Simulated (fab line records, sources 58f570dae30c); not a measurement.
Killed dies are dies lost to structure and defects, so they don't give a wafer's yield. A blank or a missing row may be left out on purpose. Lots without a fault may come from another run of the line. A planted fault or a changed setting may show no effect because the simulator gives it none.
fab line records | flow berkeley_cmos170 | part 2 of 2: steps 29 to 40 of 40
record lots=5 wafers=15 last_day=11
route steps=331 shown PWELL@47 WELLDRIVE@55 ACTIVE@60 PFIELD@79
lots that met no fault: from a run of the same line without faults
start_h: hours from the record's first day to the start of the lot's first wafer shown | wait_h: hours since the lot's step before | " the same as in the row above | L1.1+2: a row that stands for several wafers | - no value, or no start given | * or withheld: withheld | < > ~ a bound
route shown NAME@n: a module of which the file shows steps, and the number in the route of the first | usual: mean/standard deviation of fault-free wafers | same: alike in all rows | chamber/n: place in a boat | sites: the reading at each site | _std_site: their standard deviation | _edge_site: outer sites' mean less inner sites' | radius_mm: how far each site lies from the wafer's centre | mask NAME#n: copy n | behind: the tool/chamber that last shaped the wafer | hold: why the lot was held/for how many hours/how that ended | device: the transistor (n, p or np) that didn't switch | end of line: the same wafers' tests at the end of the route | a step without rows: its recipe alone | killed: dies lost to structure and defects at the first sort, not the wafer's yield | map: a wafer's dies, x killed, . not, _ none there
set.NAME: the setting as run; set.NAME@STEP: as run at that earlier step | model.NAME: the simulator's own value behind a step, which no gauge read
lots at some steps of the route; a table a step, a row a wafer
services: from which hour (start_h, from the record's first day; less than 0 if before it) a tool's chamber was out of use, for how many hours, and why
## steps
# step UCB170_ACTIVE_ETCH_15
# recipe chemistry=CH3F/Ar/O2 target=Si3N4 stop_on=SiO2 CH3F_flow_sccm=20 Ar_flow_sccm=50 O2_flow_sccm=7 pressure_mtorr=50 rf_w=450 target_depth_a=2420 over_etch_frac=0.1 time_s=151
# usual O2_flow_sccm=7.000/0.018 drypump_motor_current_A=5.9/0.32 mfc_ar_sccm=50.00/0.16 oes_product_au=0.944/0.012 throttle_valve_pct=8.02/0.15
# columns lot.wafer tool chamber start_h wait_h O2_flow_sccm drypump_motor_current_A mfc_ar_sccm oes_product_au rf_hours_counter_h throttle_valve_pct
L076.1 rie_diel-03 3 88.30 0.0 7.003 6.2 49.93 0.944 32 7.97
L076.3 " 2 " " 6.973 6.0 50.00 0.951 98 8.05
L076.4 " 0 " " 7.048 5.6 49.82 0.951 87 7.93
L080.3 rie_diel-01 2 115.43 0.0 7.004 5.8 49.72 0.932 153 7.82
L080.5 " 1 " " 6.990 5.5 50.08 0.954 - 7.99
L080.6 " 2 " " 6.993 5.9 49.71 0.930 - 7.82
L085.2 rie_diel-01 2 140.39 0.0 7.034 5.8 50.05 0.937 154 7.80
L085.5 " 1 " " 7.012 5.6 49.84 0.945 - 8.00
L085.6 " 2 " " 7.020 5.8 50.12 0.938 - 7.82
L089.4 rie_diel-03 3 163.25 0.0 6.996 6.2 50.06 0.939 35 7.99
L089.5 " 3 " " 7.007 6.2 50.14 0.946 - 7.99
L089.6 " 2 " " 6.989 6.0 50.12 0.950 - 8.04
L097.1 rie_diel-01 2 187.60 0.0 6.982 5.8 50.21 0.961 0 7.80
L097.5 " 2 " " 6.971 5.8 50.14 0.950 - 7.81
L097.6 " 3 " " 6.989 6.1 50.09 0.956 - 8.33
# step UCB170_ACTIVE_STRIP_16
# recipe chemistry=O2 power_w=400 pressure_mtorr=3500 platen_temp_c=withheld o2_flow_sccm=400 overash_fraction=0.5
# usual drypump_motor_current_A=5.7/0.37 oes_product_au=0.721/0.0048 strip_time_to_endpoint_s=17.98/0.085
# columns lot.wafer tool chamber start_h wait_h drypump_motor_current_A oes_product_au rf_hours_counter_h strip_time_to_endpoint_s
L076.1 plasma_asher-04 1 88.40 0.1 5.4 0.724 30 17.86
L076.3 " 0 " " 5.3 0.726 - 17.91
L076.4 " 1 " " 5.4 0.726 - 17.75
L080.3 plasma_asher-04 1 115.57 0.1 5.4 0.713 - 17.86
L080.5 " 1 " " 5.4 0.724 - 17.79
L080.6 " 0 " " 5.3 0.717 - 17.91
L085.2 plasma_asher-02 0 140.49 0.1 6.1 0.725 42 18.02
L085.5 " 1 " " 5.8 0.730 - 17.91
L085.6 " 0 " " 6.2 0.720 - 18.03
L089.4 plasma_asher-02 1 163.38 0.1 5.7 0.721 - 18.02
L089.5 " 0 " " 6.1 0.720 - 17.98
L089.6 " 1 " " 5.8 0.711 - 18.03
L097.1 plasma_asher-02 1 187.70 0.1 5.7 0.723 47 18.04
L097.5 " 1 " " 5.8 0.722 - 18.12
L097.6 " 0 " " 6.1 0.723 - 17.97
# step UCB170_ACTIVE_CD_MEAS_90
# recipe target_cd_nm=1200
# usual cd_nm=1200.0/1.4
# columns lot.wafer tool chamber start_h wait_h cd_nm
L076.1 cd_sem-02 - 88.50 0.1 1200.9
L076.3 " - " " 1201.6
L076.4 " - " " 1200.4
L080.3 cd_sem-02 - 115.67 0.1 1200.2
L080.5 " - " " 1203.2
L080.6 " - " " 1202.8
L085.2 cd_sem-01 - 140.61 0.1 1198.5
L085.5 " - " " 1198.9
L085.6 " - " " 1198.2
L089.4 cd_sem-02 - 163.51 0.1 1200.2
L089.5 " - " " 1200.1
L089.6 " - " " 1200.0
L097.1 cd_sem-01 - 187.80 0.1 1198.5
L097.5 " - " " 1198.5
L097.6 " - " " 1199.9
# step UCB170_ACTIVE_CLEAN_17
# recipe chemistry=SPM temp_c=120 time_s=600
# usual bath_heat_duty_pct=13.6/1
# columns lot.wafer tool chamber start_h wait_h bath_heat_duty_pct
L076.1 wet_bench-04 0 88.93 0.4 11.7
L076.3 " 0 " " 14.0
L076.4 " 0 " " 14.0
L080.3 wet_bench-04 2 115.93 0.2 14.4
L080.5 " 2 " " 14.5
L080.6 " 2 " " 14.4
L085.2 wet_bench-03 3 140.77 0.1 12.9
L085.5 " 3 " " 13.0
L085.6 " 3 " " 12.9
L089.4 wet_bench-04 3 164.68 1.2 14.3
L089.5 " 3 " " 12.9
L089.6 " 3 " " 12.8
L097.1 wet_bench-02 2 188.05 0.2 14.7
L097.5 " 2 " " 13.4
L097.6 " 2 " " 14.8
# step UCB170_PFIELD_HMDS_00
# recipe prime_time_s=60 prime_temp_c=100
# columns lot.wafer tool chamber start_h wait_h
L076.1+3+4 litho_track-04 0 89.11 0.0
L080.3+5+6 litho_track-02 0 116.76 0.7
L085.2+5+6 litho_track-03 0 141.15 0.2
L089.4+5+6 litho_track-03 0 164.93 0.1
L097.1+5+6 litho_track-04 0 188.24 0.0
# step UCB170_PFIELD_COAT_01
# recipe resist=KrF spin_rpm=1500 resist_thk_nm=900
# columns lot.wafer tool chamber start_h wait_h
L076.1+3+4 litho_track-04 0 89.26 0.1
L080.3+5+6 litho_track-02 0 116.91 0.1
L085.2+5+6 litho_track-03 0 141.30 0.1
L089.4+5+6 litho_track-03 0 165.08 0.1
L097.1+5+6 litho_track-04 0 188.39 0.1
# step UCB170_PFIELD_SOFTBAKE_02
# recipe resist=KrF temp_c=130 time_s=60
# columns lot.wafer tool chamber start_h wait_h
L076.1+3+4 litho_track-04 0 89.41 0.1
L080.3+5+6 litho_track-02 0 117.06 0.1
L085.2+5+6 litho_track-03 0 141.45 0.1
L089.4+5+6 litho_track-03 0 165.23 0.1
L097.1+5+6 litho_track-04 0 188.54 0.1
# step UCB170_PFIELD_EXPOSE_03
# recipe mask_id=PFIELD na=0.5 sigma_outer=0.6 source_shape=conventional target_cd_nm=1500 dose_mj=30
# usual exposure_dose_mJ_cm2=30.00/0.032
# columns lot.wafer tool chamber start_h wait_h mask exposure_dose_mJ_cm2
L076.1 krf_scanner-02 0 89.56 0.1 PFIELD#0 30.02
L076.3 " 0 " " PFIELD#0 30.01
L076.4 " 0 " " PFIELD#0 30.04
L080.3 krf_scanner-02 0 117.32 0.2 PFIELD#0 30.03
L080.5 " 0 " " PFIELD#0 29.98
L080.6 " 0 " " PFIELD#0 30.05
L085.2 krf_scanner-01 0 141.59 0.1 PFIELD#0 29.97
L085.5 " 0 " " PFIELD#0 30.00
L085.6 " 0 " " PFIELD#0 30.00
L089.4 krf_scanner-01 0 165.49 0.2 PFIELD#0 30.01
L089.5 " 0 " " PFIELD#0 29.97
L089.6 " 0 " " PFIELD#0 29.98
L097.1 krf_scanner-01 0 188.92 0.4 PFIELD#0 30.01
L097.5 " 0 " " PFIELD#0 29.97
L097.6 " 0 " " PFIELD#0 30.00
# step UCB170_PFIELD_PEB_04
# recipe peb_temp_c=130 peb_time_s=withheld resist=KrF
# columns lot.wafer tool chamber start_h wait_h
L076.1+3+4 litho_track-04 0 89.67 0.1
L080.3+5+6 litho_track-04 0 117.57 0.2
L085.2+5+6 litho_track-04 0 141.72 0.1
L089.4+5+6 litho_track-03 0 165.63 0.1
L097.1+5+6 litho_track-04 0 189.41 0.5
# step UCB170_PFIELD_DEVELOP_05
# recipe developer=TMAH develop_time_s=45 resist=KrF dev_temp_c=21
# columns lot.wafer tool chamber start_h wait_h
L076.1+3+4 litho_track-04 0 - -
L080.3+5+6 litho_track-04 0 - -
L085.2+5+6 litho_track-04 0 - -
L089.4+5+6 litho_track-03 0 - -
L097.1+5+6 litho_track-04 0 - -
# step UCB170_PFIELD_OVL_MEAS_06
# usual PFIELD_OVL=-2/5.9
# columns lot.wafer tool chamber start_h wait_h PFIELD_OVL[nm]
L076.1 overlay-02 - 89.95 - 2
L076.3 " - " " 4
L076.4 " - " " -2
L080.3 overlay-01 - 117.80 - 0
L080.5 " - " " 2
L080.6 " - " " 1
L085.2 overlay-01 - 141.97 - -4
L085.5 " - " " -3
L085.6 " - " " -12
L089.4 overlay-01 - 165.84 - -3
L089.5 " - " " -12
L089.6 " - " " -7
L097.1 overlay-02 - 189.69 - -4
L097.5 " - " " -3
L097.6 " - " " -14
# step UCB170_PFIELD_IMPLANT_07
# recipe species=B dose_cm2=2e+13 energy_kev=80 tilt_deg=7
# columns lot.wafer tool chamber start_h wait_h
L076.1+3+4 implanter-02 0 89.98 0.0
L080.3+5+6 implanter-02 0 117.88 0.1
L085.2+5+6 implanter-03 0 142.03 0.0
L089.4+5+6 implanter-03 0 165.94 0.1
L097.1+5+6 implanter-04 0 189.73 0.0
## services
# columns tool chamber start_h hours kind
furnace-02 - 32.38 2.7 repair
rie_diel-03 0 42.96 3.1 repair
krf_scanner-02 - 55.13 2.1 repair
krf_scanner-01 - 59.41 0.9 repair
krf_scanner-01 - 74.56 14.2 repair
plasma_asher-02 - 80.80 6.5 repair
krf_scanner-01 - 81.13 9.0 repair
plasma_asher-02 - 87.30 2.8 pm
krf_scanner-02 - 90.22 1.0 pm
rie_diel-03 - 90.75 3.3 repair
krf_scanner-01 - 93.10 1.3 pm
rie_diel-03 - 93.70 0.4 repair
furnace-04 - 95.26 4.0 pm
wet_bench-04 - 99.40 4.4 pm
krf_scanner-01 - 108.24 0.5 repair
plasma_asher-02 - 110.97 6.7 repair
furnace-04 - 131.93 3.1 pm
furnace-04 - 136.32 13.6 pm
krf_scanner-02 - 139.05 3.4 repair
rie_diel-03 2 141.53 1.6 repair
krf_scanner-01 - 143.23 1.9 repair
implanter-03 - 143.25 1.3 repair
krf_scanner-01 - 154.96 4.4 pm
furnace-02 - 181.68 4.2 pm
